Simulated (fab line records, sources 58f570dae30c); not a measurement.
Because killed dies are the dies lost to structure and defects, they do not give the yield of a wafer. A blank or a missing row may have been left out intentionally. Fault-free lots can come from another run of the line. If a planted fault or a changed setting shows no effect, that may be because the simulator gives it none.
Struck lot and sound lot, side by side	flow berkeley-cmos170	31 out of 331 route steps
Sound: wafers L542.4, L542.5, L542.6. Struck: wafer L552.1 (L552.4, L552.5, from the same lot, were not struck and are left out); the cause is given at the end.
Order at every step that has rows: each side's tool, ch and its chambers, its first start. Under that, the readings that differ: sound wafers	struck wafers	difference of the means	sigmas: that difference in standard deviations of wafers without a fault.
alike: words and numbers the same on both sides, and readings whose means are apart by under 2 such deviations; not compared: readings that were withheld, readings missing a value for some wafer, numbers with overlapping values and no deviation given by the record, and bounds like >300 which may hide the same value.
The two part at a step that has a row with sigmas, a row that says differs or no value, or rows on one side only. Numbers that have no deviation but don't overlap get no sigmas and don't part them. Lack of a reading on every wafer of one side parts them only where that side has two or more wafers.

first, 6 steps without rows for these wafers: UCB170_V1_HMDS_06 (prime time 60 s); UCB170_V1_COAT_07 (resist thk 900 nm); UCB170_V1_SOFTBAKE_08 (time 60 s); UCB170_V1_EXPOSE_09 (exposes mask VIA1, target cd 700 nm); UCB170_V1_PEB_10; UCB170_V1_DEVELOP_11 (develop time 45 s).
UCB170_V1_CD_MEAS_12: the cd target is 700 nm.
  sound: cd-sem-01 at day 8 11:09; struck: cd-sem-02 at day 10 17:23
  alike: cd-nm
UCB170_V1_OVL_MEAS_13:
  sound: overlay-01 at day 8 11:14; struck: overlay-02 at day 10 17:31
reading	sound	struck	difference	sigmas
V1_OVL (nm)	-8 -13 -7	3	+12	+2
UCB170_V1_ETCH_14: etches SiO2 in CHF3/CF4/Ar, stops on Al, target depth 1250 nm, time 291 s.
  sound on rie-diel-03 ch 0,3, day 8 11:15; struck on rie-diel-03 ch 3, day 10 17:32
  alike: drypump-motor-current-A, mfc-ar-sccm, oes-product-au, throttle-valve-pct
  not compared: rf-hours-counter-h
UCB170_V1_STRIP_15: strips in O2.
  sound on plasma-asher-04 ch 0,1, day 8 11:28; struck on plasma-asher-03 ch 1, day 10 17:43
reading	sound	struck	difference	sigmas
rf-hours-counter-h (h)	- - -	46	no value on the sound wafers	
  alike: drypump-motor-current-A, oes-product-au, strip-time-to-endpoint-s
UCB170_V1_CD_MEAS_90: the cd target is 700 nm.
  sound: cd-sem-01 at day 8 11:59; struck: cd-sem-02 at day 10 17:50
  alike: cd-nm
then, 1 step without rows for these wafers: UCB170_M2_PRE_CLEAN_00 (preclean etch time 60 s).
UCB170_M2_SPUTTER_01: material Al, target thk 900 nm, time 125.1 s.
  sound: pvd-sputter-03 at day 8 12:07; struck: pvd-sputter-03 at day 10 18:01
reading	sound	struck	difference	sigmas
model.Al_of_M2_SPUTTER_01.thk-nm (nm)	923.1 936.9 929.2	1247	+317	
  alike: throttle-valve-pct
UCB170_M2_RS_MEAS_02: uses a four-point probe to measure.
  sound: film-metro-03 at day 8 12:16; struck: film-metro-02 at day 10 18:06
reading	sound	struck	difference	sigmas
M2_AL_RS (ohm/sq)	0.0312 0.0308 0.0311	0.0232	-0.0078	-24
UCB170_M2_THK_MEAS_03: measures by xrf.
  sound: film-metro-03 at day 8 12:21; struck: film-metro-02 at day 10 18:13
reading	sound	struck	difference	sigmas
M2_AL_THK (nm)	938 946 943	1261	+319	+29
then, 3 steps without rows for these wafers: UCB170_M2_HMDS_04 (prime time 60 s); UCB170_M2_COAT_05 (resist thk 900 nm); UCB170_M2_SOFTBAKE_06 (time 60 s).
UCB170_M2_STRIP_07: strips in O2.
  sound on plasma-asher-02 ch 0,1, day 8 12:52; struck on plasma-asher-04 ch 0, day 10 18:44
reading	sound	struck	difference	sigmas
rf-hours-counter-h (h)	- - -	12	no value on the sound wafers	
  alike: drypump-motor-current-A, oes-product-au, strip-time-to-endpoint-s
then, 7 steps without rows for these wafers: UCB170_M2_STRIP_08 (strips KrF in DMSO, time 600 s); UCB170_M2_COAT_09; UCB170_M2_COAT_10 (resist thk 900 nm); UCB170_M2_SOFTBAKE_11 (time 60 s); UCB170_M2_EXPOSE_12 (exposes mask METAL2, target cd 700 nm); UCB170_M2_PEB_13; UCB170_M2_DEVELOP_14 (develop time 45 s).
UCB170_M2_CD_MEAS_15: the cd target is 700 nm.
  sound: cd-sem-01 at day 8 14:26; struck: cd-sem-02 at day 10 19:58
reading	sound	struck	difference	sigmas
cd-nm (nm)	700.7 701.0 699.4	697.5	-2.9	-2
UCB170_M2_OVL_MEAS_16:
  sound: overlay-02 at day 8 14:31; struck: overlay-02 at day 10 20:05
  alike: M2_OVL
UCB170_M2_ETCH_17: etches BARC in N2/H2.
  sound on rie-diel-01 ch 0,2,3, day 8 14:32; struck on rie-diel-01 ch 0, day 10 20:07
  alike: drypump-motor-current-A, oes-product-au, throttle-valve-pct
UCB170_M2_METAL_ETCH_18: etches Al in Cl2/BCl3, stops on SiO2, target depth 1170 nm, time 195 s.
  sound on rie-metal-02 ch 0,1, day 8 14:38; struck on rie-metal-02 ch 0, day 10 20:10
reading	sound	struck	difference	sigmas
oes-product-au (a.u.)	0.871 0.888 0.888	1.044	+0.162	+13
rf-hours-counter-h (h)	- - -	3	no value on the sound wafers	
  alike: drypump-motor-current-A, mfc-cl2-sccm, throttle-valve-pct
UCB170_M2_STRIP_19: strips in O2.
  sound on plasma-asher-01 ch 0,1, day 8 14:47; struck on plasma-asher-02 ch 1, day 10 20:21
reading	sound	struck	difference	sigmas
oes-product-au (a.u.)	0.547 0.506 0.546	0.494	-0.039	-2
rf-hours-counter-h (h)	- - -	47	no value on the sound wafers	
  alike: drypump-motor-current-A

WHERE THEY PART
At UCB170_V1_OVL_MEAS_13 first; at UCB170_M2_STRIP_19 last (within this record only).

WHY: what the simulator had put in
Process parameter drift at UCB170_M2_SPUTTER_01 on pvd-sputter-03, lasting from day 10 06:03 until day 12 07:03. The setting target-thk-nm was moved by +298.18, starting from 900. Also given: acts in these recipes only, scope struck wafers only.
